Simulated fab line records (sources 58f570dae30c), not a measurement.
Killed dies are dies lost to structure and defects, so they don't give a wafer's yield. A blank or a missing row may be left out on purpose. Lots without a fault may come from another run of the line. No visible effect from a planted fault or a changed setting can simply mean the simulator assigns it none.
Struck lot and sound lot, side by side ; flow berkeley cmos170 ; 15 out of 331 route steps
Sound: wafers L321.1, L321.4, L321.6. Struck: wafers L334.4, L334.5, L334.6. The cause is given at the end.
Per side, at each step with rows, come the tool, then ch with its chambers, and then its first start. Under that, the readings that differ: sound wafers ; struck wafers ; difference of the means ; sigmas: that difference in standard deviations of wafers without a fault.
alike: same words and numbers on both sides, and readings whose means sit less than 2 such deviations apart. not compared: any withheld reading, any reading some wafer has no value for, any bound like >300 that may hide the same value, and any number with overlapping values for which the record gives no deviation.
Wherever a step has rows on one side only, a row that says differs or no value, or a row with sigmas, the two part there. Numbers that have no deviation but don't overlap get no sigmas and don't part them. A reading missing from all wafers of one side parts the sides only when that side holds two or more wafers.

first, 6 steps without rows for these wafers: UCB170_PVT_HMDS_00 (prime time 60 s); UCB170_PVT_COAT_01 (resist thk 900 nm); UCB170_PVT_SOFTBAKE_02 (time 60 s); UCB170_PVT_EXPOSE_03 (exposes mask NWELL, target cd 3000 nm); UCB170_PVT_PEB_04; UCB170_PVT_DEVELOP_05 (develop time 45 s).
UCB170_PVT_OVL_MEAS_06:
  sound on overlay-02 at day 5 12:40; struck on overlay-02 at day 8 10:53
  alike: PVT_OVL
next, for these wafers, 1 step has no rows: UCB170_PVT_IMPLANT_07.
UCB170_PVT_STRIP_08: strips in O2.
  sound on plasma asher-02 ch 0,1, day 5 12:52; struck on plasma asher-04 ch 0,1, day 8 11:06
  alike: drypump motor current A, oes product au, strip time to endpoint s
  not compared: rf hours counter h
UCB170_PVT_TW_MEAS_09:
  sound on film metro-02 at day 5 12:58; struck on film metro-03 at day 8 11:11
  alike: PVT_TW
then, 1 step without rows for these wafers: UCB170_GATE_WET_ETCH_00 (etches SiO2 in dHF, time 200 s).
UCB170_FIELD_THK_MEAS_91:
  sound on film metro-04 at day 5 13:05; struck on film metro-03 at day 8 11:19
  alike: FIELD_OXIDE_LEFT_2_THK
UCB170_GATE_OXIDATION_01: target thk 6.6 nm, ox time 1800 s.
  sound on furnace-01 ch 0, day 5 14:20; struck on furnace-01 ch 0, day 9 19:49
  alike: ox temp c max
UCB170_GATE_THK_MEAS_02:
  sound on film metro-01 at day 5 15:50; struck on film metro-01 at day 9 21:22
  alike: GATE_OXIDE_THK
UCB170_M3_PROBE_99:
  the record holds rows for the sound wafers here (prober-01, day 7 16:17) but none for the struck ones

## WHERE THEY PART
At UCB170_M3_PROBE_99 and nowhere else, as far as this record goes.

WHY: what the simulator had put in
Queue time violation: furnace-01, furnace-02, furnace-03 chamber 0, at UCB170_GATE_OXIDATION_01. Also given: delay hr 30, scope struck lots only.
